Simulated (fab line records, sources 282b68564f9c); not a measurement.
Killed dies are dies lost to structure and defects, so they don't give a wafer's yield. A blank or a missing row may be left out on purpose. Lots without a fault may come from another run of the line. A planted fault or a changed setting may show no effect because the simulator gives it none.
fab line records | flow rit_cmos
record lots=15 wafers=45 last_day=8
route steps=202 shown SPACER@128 M1@202
lots that met no fault: from a run of the same line without faults
start_h: hours from the record's first day to the start of the lot's first wafer shown | wait_h: hours since the lot's step before | " the same as in the row above | L1.1+2: a row that stands for several wafers | - no value, or no start given | * or withheld: withheld | < > ~ a bound
route shown NAME@n: a module of which the file shows steps, and the number in the route of the first | usual: mean/standard deviation of fault-free wafers | same: alike in all rows | chamber/n: place in a boat | sites: the reading at each site | _std_site: their standard deviation | _edge_site: outer sites' mean less inner sites' | radius_mm: how far each site lies from the wafer's centre | mask NAME#n: copy n | behind: the tool/chamber that last shaped the wafer | hold: why the lot was held/for how many hours/how that ended | device: the transistor (n, p or np) that didn't switch | end of line: the same wafers' tests at the end of the route | a step without rows: its recipe alone | killed: dies lost to structure and defects at the first sort, not the wafer's yield | map: a wafer's dies, x killed, . not, _ none there
set.NAME: the setting as run; set.NAME@STEP: as run at that earlier step | model.NAME: the simulator's own value behind a step, which no gauge read
steps of the route over a sample of lots; a table a step, a row a wafer
services: from which hour (start_h, from the record's first day; less than 0 if before it) a tool's chamber was out of use, for how many hours, and why
## steps
# step RIT_SPACER_CVD_03
# recipe material=Si3N4 target_thk_nm=250 temp_c=810 precursor=SiH2Cl2/NH3 time_s=3300 pressure_mtorr=308.2 sih2cl2_flow_sccm=60 nh3_flow_sccm=150
# usual susceptor_temp_C=810.0/0.35
# columns lot.wafer tool chamber start_h wait_h susceptor_temp_C
L863.1 lpcvd-01 1 46.36 0.0 810.1
L863.4 " 1 " " 810.3
L863.5 " 1 " " 810.0
L864.1 lpcvd-01 1 53.50 0.0 810.1
L864.2 " 1 " " 809.9
L864.4 " 1 " " 809.5
L866.4 lpcvd-01 1 61.90 0.0 810.0
L866.5 " 1 " " 809.4
L866.6 " 1 " " 810.2
L867.1 lpcvd-01 1 66.37 0.0 810.3
L867.3 " 1 " " 809.8
L867.6 " 1 " " 809.8
L868.3 lpcvd-01 1 73.50 0.0 809.9
L868.4 " 1 " " 810.9
L868.5 " 1 " " 810.4
L869.3 lpcvd-01 1 77.23 0.0 810.2
L869.4 " 1 " " 810.2
L869.6 " 1 " " 809.9
L870.1 lpcvd-01 0 87.82 0.0 810.0
L870.2 " 0 " " 809.3
L870.5 " 0 " " 809.6
L871.1 lpcvd-02 0 93.88 0.0 810.2
L871.5 " 0 " " 810.8
L871.6 " 0 " " 810.1
L880.1 lpcvd-02 1 141.05 0.0 810.6
L880.3 " 1 " " 810.3
L880.5 " 1 " " 810.0
L881.3 lpcvd-01 0 151.96 0.0 810.4
L881.5 " 0 " " 810.1
L881.6 " 0 " " 809.7
L882.4 lpcvd-01 1 158.24 0.0 810.0
L882.5 " 1 " " 810.2
L882.6 " 1 " " 810.5
L883.2 lpcvd-02 1 158.53 0.0 809.6
L883.5 " 1 " " 809.5
L883.6 " 1 " " 810.4
L884.2 lpcvd-01 0 160.16 1.4 809.4
L884.4 " 0 " " 809.9
L884.6 " 0 " " 809.8
L886.1 lpcvd-01 0 164.61 0.0 809.3
L886.4 " 0 " " 810.0
L886.6 " 0 " " 809.6
L885.4 lpcvd-02 0 166.48 1.6 810.3
L885.5 " 0 " " 810.4
L885.6 " 0 " " 810.0
# step RIT_SPACER_THK_MEAS_04
# recipe reads=Si3N4_of_SPACER_CVD_03
# usual SPACER_NITRIDE_THK=251.2/2.7
# columns lot.wafer tool chamber start_h wait_h SPACER_NITRIDE_THK[nm]
L863.1 film_metro-02 - 48.28 0.0 250.6
L863.4 " - " " 249.3
L863.5 " - " " 248.0
L864.1 film_metro-02 - 55.42 0.0 251.4
L864.2 " - " " 250.9
L864.4 " - " " 249.5
L866.4 film_metro-02 - 63.84 0.0 254.2
L866.5 " - " " 254.6
L866.6 " - " " 257.1
L867.1 film_metro-03 - 68.29 0.0 252.5
L867.3 " - " " 249.2
L867.6 " - " " 251.2
L868.3 film_metro-04 - 75.43 0.0 221.8
L868.4 " - " " 223.0
L868.5 " - " " 223.7
L869.3 film_metro-02 - 79.17 0.0 217.6
L869.4 " - " " 218.9
L869.6 " - " " 217.8
L870.1 film_metro-04 - 89.74 0.0 221.9
L870.2 " - " " 221.3
L870.5 " - " " 220.1
L871.1 film_metro-04 - 95.80 0.0 249.2
L871.5 " - " " 249.2
L871.6 " - " " 247.7
L880.1 film_metro-02 - 142.97 0.0 254.0
L880.3 " - " " 254.8
L880.5 " - " " 254.8
L881.3 film_metro-03 - 153.90 0.0 252.2
L881.5 " - " " 253.3
L881.6 " - " " 254.1
L882.4 film_metro-03 - 160.19 0.0 246.4
L882.5 " - " " 248.9
L882.6 " - " " 248.1
L883.2 film_metro-04 - 160.46 0.0 248.2
L883.5 " - " " 249.2
L883.6 " - " " 247.5
L884.2 film_metro-04 - 162.08 0.0 246.3
L884.4 " - " " 247.9
L884.6 " - " " 245.4
L886.1 film_metro-03 - 166.53 0.0 256.5
L886.4 " - " " 254.5
L886.6 " - " " 255.5
L885.4 film_metro-03 - 168.43 0.0 250.7
L885.5 " - " " 252.5
L885.6 " - " " 251.2
# step RIT_SPACER_ETCHBACK_05
# recipe target_depth_a=2500 SF6_flow_sccm=30 CHF3_flow_sccm=30 target=Si3N4 chemistry=SF6/CHF3 pressure_mtorr=40 rf_w=250 time_s=240 stop_on=SiO2
# usual drypump_motor_current_A=5.8/0.4 oes_product_au=0.842/0.013 rf_fwd_power_W=249.4/0.75 throttle_valve_pct=10.26/0.11
# columns lot.wafer tool chamber start_h wait_h drypump_motor_current_A oes_product_au rf_fwd_power_W rf_hours_counter_h throttle_valve_pct
L863.1 rie_diel-04 2 48.34 0.1 5.6 0.852 250.4 30 10.36
L863.4 " 0 " " 5.7 0.845 250.1 55 10.37
L863.5 " 0 " " 5.7 0.841 248.9 - 10.37
L864.1 rie_diel-02 2 55.48 0.1 5.8 0.850 248.9 134 10.25
L864.2 " 1 " " 6.4 0.842 249.4 1 10.08
L864.4 " 0 " " 5.9 0.840 249.0 7 10.41
L866.4 rie_diel-04 1 63.87 0.0 5.0 0.866 248.9 20 10.38
L866.5 " 1 " " 5.0 0.856 249.3 - 10.39
L866.6 " 2 " " 5.6 0.870 249.0 - 10.38
L867.1 rie_diel-02 0 68.35 0.1 5.9 0.848 248.5 7 10.41
L867.3 " 3 " " 5.3 0.830 249.8 13 10.11
L867.6 " 0 " " 5.9 0.832 249.0 - 10.40
L868.3 rie_diel-02 1 75.47 0.0 6.5 0.766 250.6 1 10.08
L868.4 " 3 " " 5.3 0.771 248.8 - 10.09
L868.5 " 1 " " 6.5 0.777 249.7 - 10.07
L869.3 rie_diel-04 0 79.21 0.0 5.7 0.765 249.3 56 10.34
L869.4 " 3 " " 5.6 0.742 249.7 8 10.33
L869.6 " 2 " " 5.6 0.771 249.9 - 10.34
L870.1 rie_diel-02 3 89.80 0.1 5.3 0.767 250.0 14 10.07
L870.2 " 2 " " 5.8 0.785 249.2 135 10.23
L870.5 " 1 " " 6.4 0.763 249.0 - 10.07
L871.1 rie_diel-03 0 95.86 0.1 6.1 0.861 251.1 110 10.27
L871.5 " 3 " " 5.9 0.837 250.3 - 10.18
L871.6 " 2 " " 6.3 0.824 249.2 - 10.30
L880.1 rie_diel-04 2 143.03 0.1 5.6 0.863 250.7 32 10.37
L880.3 " 1 " " 5.0 0.861 249.4 21 10.40
L880.5 " 2 " " 5.6 0.864 250.0 - 10.36
L881.3 rie_diel-02 1 153.94 0.0 6.5 0.852 250.4 2 10.10
L881.5 " 0 " " 5.8 0.851 249.8 - 10.40
L881.6 " 3 " " 5.3 0.837 249.5 - 10.11
L882.4 rie_diel-02 0 160.29 0.1 5.9 0.831 250.7 - 10.40
L882.5 " 3 " " 5.3 0.835 249.2 - 10.13
L882.6 " 1 " " 6.5 0.836 250.6 - 10.09
L883.2 rie_diel-03 1 160.51 0.0 5.7 0.826 249.6 126 10.21
L883.5 " 0 " " 6.2 0.859 249.9 - 10.26
L883.6 " 1 " " 5.7 0.826 248.6 - 10.24
L884.2 rie_diel-02 1 162.13 0.0 6.4 0.825 248.8 3 10.07
L884.4 " 0 " " 5.9 0.832 248.2 9 10.40
L884.6 " 1 " " 6.4 0.830 249.1 - 10.09
L886.1 rie_diel-04 0 166.59 0.1 5.7 0.859 249.5 57 10.38
L886.4 " 3 " " 5.6 0.830 250.3 10 10.35
L886.6 " 0 " " 5.7 0.865 247.1 - 10.34
L885.4 rie_diel-02 2 168.46 0.0 5.7 0.855 249.4 136 10.24
L885.5 " 3 " " 5.3 0.842 249.0 - 10.11
L885.6 " 0 " " 5.9 0.847 249.3 - 10.40
# step RIT_M1_PROBE_99
# usual killed_at_M0_to_M3=0.0/0.12 killed_at_contacts=0.1/0.23 killed_at_front_end=6.6/2.9 killed_dies=6.7/3 killed_open=3.5/2.1 killed_short=3.2/1.8
# same gross_dies=264 killed_at_M4_up=0 killed_at_back_side=0 killed_at_other=0
# columns lot.wafer tool chamber start_h wait_h killed_at_M0_to_M3 killed_at_contacts killed_at_front_end killed_dies killed_open killed_short
L882.4 prober-02 - 173.11 0.5 0 0 5 5 3 2
L882.5 prober-02 - 173.16 0.5 0 0 7 7 4 3
L882.6 prober-02 - 173.21 0.6 0 0 4 4 2 2
# killed by level:class
L882.4 FOX1:geometric_particle:short=1 FOX1:geometric_particle:open=1 REOX:geometric_particle:open=1 REOX:geometric_particle:short=1 SPACER:geometric_particle:open=1
L882.5 GATE:geometric_particle:open=1 REOX:geometric_particle:open=1 REOX:geometric_particle:short=1 SPACER:geometric_particle:short=1 SPACER:geometric_particle:open=1 SILICIDE:geometric_particle:open=1 SILICIDE:geometric_particle:short=1
L882.6 REOX:geometric_particle:short=2 GATE:geometric_particle:open=1 REOX:geometric_particle:open=1
## services
# columns tool chamber start_h hours kind
rie_diel-02 2 33.54 7.4 repair
rie_diel-03 2 51.93 - clean
rie_diel-03 2 51.93 17.4 scheduled_down
rie_diel-03 2 51.93 17.4 vent_cycle
rie_diel-02 - 53.37 0.7 repair
rie_diel-02 - 60.12 2.8 pm
rie_diel-02 2 66.32 9.4 repair
rie_diel-03 2 81.55 8.1 repair
rie_diel-04 - 90.44 2.9 repair
rie_diel-03 1 104.77 2.6 repair
rie_diel-02 - 124.78 0.1 repair
rie_diel-03 1 134.34 5.9 repair
rie_diel-04 3 147.36 4.4 repair
rie_diel-02 2 159.42 1.4 repair
rie_diel-03 2 161.99 16.0 repair
## key
first_sign step=RIT_SPACER_THK_MEAS_04 reading=SPACER_NITRIDE_THK direction=down sigmas=11 usual=251.2 struck=220.7
effect step=RIT_SPACER_ETCHBACK_05 reading=oes_product_au direction=down sigmas=5.8 usual=0.842 struck=0.768
met_at RIT_SPACER_CVD_03
struck_lots L868,L869,L870
tester_left_out L868,L869,L870
onset_between 66.37 73.50
fault kind=process_parameter_drift tool=lpcvd-01 chamber=- onset_h=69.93 steps=RIT_SPACER_CVD_03 channel=target_thk_nm offset=-29.833 shape=step end_h=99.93 acts_in=these_recipes_only stated=250
# tester_left_out: of these lots the tester's yield and bins aren't shown, on N5 and GAA mostly nor the transistor test; their killed dies are dies lost to structure and defects alone, not to doping, threshold or leakage, so they don't give the yield
